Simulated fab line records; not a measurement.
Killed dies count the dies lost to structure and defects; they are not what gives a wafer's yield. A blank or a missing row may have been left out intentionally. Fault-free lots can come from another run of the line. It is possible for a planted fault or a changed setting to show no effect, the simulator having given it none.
Which of the tools did it?	flow ritCmos	route of 202 steps, sampled at 1 step: 14 lots, 42 wafers

WHAT EACH GAUGE READ, for each wafer
Not one reading of a measure or inspect step in the record can be checked against a usual standard deviation.

WHAT TOOL EACH LOT RAN ON (gives the tool, then ch and the chambers of the sampled wafers, and finally the start)
lot	RIT_PWELL_STRIP_09
L618	plasmaAsher-04 ch 0,1, day 2 02:52
L619	plasmaAsher-02 ch 0, day 2 08:46
L620	plasmaAsher-04 ch 1, day 2 14:49
L622	plasmaAsher-04 ch 0,1, day 2 23:46
L623	plasmaAsher-04 ch 0,1, day 3 03:30
L626	plasmaAsher-02 ch 0,1, day 3 18:42
L627	plasmaAsher-02 ch 0,1, day 3 22:54
L629	plasmaAsher-02 ch 0,1, day 4 10:40
L633	plasmaAsher-02 ch 0,1, day 5 04:55
L634	plasmaAsher-02 ch 0,1, day 5 11:26
L635	plasmaAsher-04 ch 0,1, day 5 14:05
L637	plasmaAsher-04 ch 0,1, day 6 13:22
L640	plasmaAsher-02 ch 0,1, day 6 18:19
L641	plasmaAsher-02 ch 0,1, day 7 03:11
- RIT_PWELL_STRIP_09: strips in O2, time 180 s.

AS READ BY THE TOOLS THEMSELVES (means over the sampled wafers that have a number; for cases with no such wafer, the mark the record gives instead)
RIT_PWELL_STRIP_09. Usual: drypumpMotorCurrentA 5.7 A, standard deviation 0.56; o2FlowSccm 4000 sccm, standard deviation 13.
lot	tool	drypumpMotorCurrentA (A)	o2FlowSccm (sccm)	flag
L618	plasmaAsher-04	5.7	4000	
L619	plasmaAsher-02	5.1	4002	
L620	plasmaAsher-04	5.6	3988	
L622	plasmaAsher-04	5.7	3992	
L623	plasmaAsher-04	5.8	3988	
L626	plasmaAsher-02	6.1	4001	
L627	plasmaAsher-02	6.1	4017	
L629	plasmaAsher-02	6.1	4002	
L633	plasmaAsher-02	5.6	3994	
L634	plasmaAsher-02	6.1	4008	
L635	plasmaAsher-04	5.8	4534	OFF
L637	plasmaAsher-04	5.8	4525	OFF
L640	plasmaAsher-02	5.6	4006	
L641	plasmaAsher-02	5.6	3990	

THE ANSWER, worked out from the rows above alone
Rule: take the mean of a lot's wafers that have a number; if it is more than 3 standard deviations from the usual mean, the lot is off. Also off: a lot with no number at a reading for which 4 or more lots have one. All remaining lots with rows at the step are treated as sound. After the gauges, taken in route order, come the tools' own readings; for these a lot's mean is taken, as printed above. The first step at which some lot is off is used, and at that step the reading that is off furthest; a lot without a number counts as furthest.
Off: L635, L637 (RIT_PWELL_STRIP_09, o2FlowSccm).
If a tool, at that step or one of the process steps before it, ran each lot that is off and ran no sound lot following the first of them, it fits. One fits: plasmaAsher-04 at RIT_PWELL_STRIP_09. Its last sound lot is L623 (day 3 03:30), its first lot that is off L635 (day 5 14:05): a fault that began between those two fits.
The tool's own readings at RIT_PWELL_STRIP_09 bear it out: on the lots that are off they differ by more than 5 times the standard deviation of the sound lots' means. o2FlowSccm reads 4530 sccm there against 3999 sccm on the sound lots.

WHAT HAD BEEN PUT IN BY THE SIMULATOR
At RIT_PWELL_STRIP_09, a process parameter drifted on plasmaAsher-04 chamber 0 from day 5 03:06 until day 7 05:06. Setting o2FlowSccm shifted by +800 from 4000. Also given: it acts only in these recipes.
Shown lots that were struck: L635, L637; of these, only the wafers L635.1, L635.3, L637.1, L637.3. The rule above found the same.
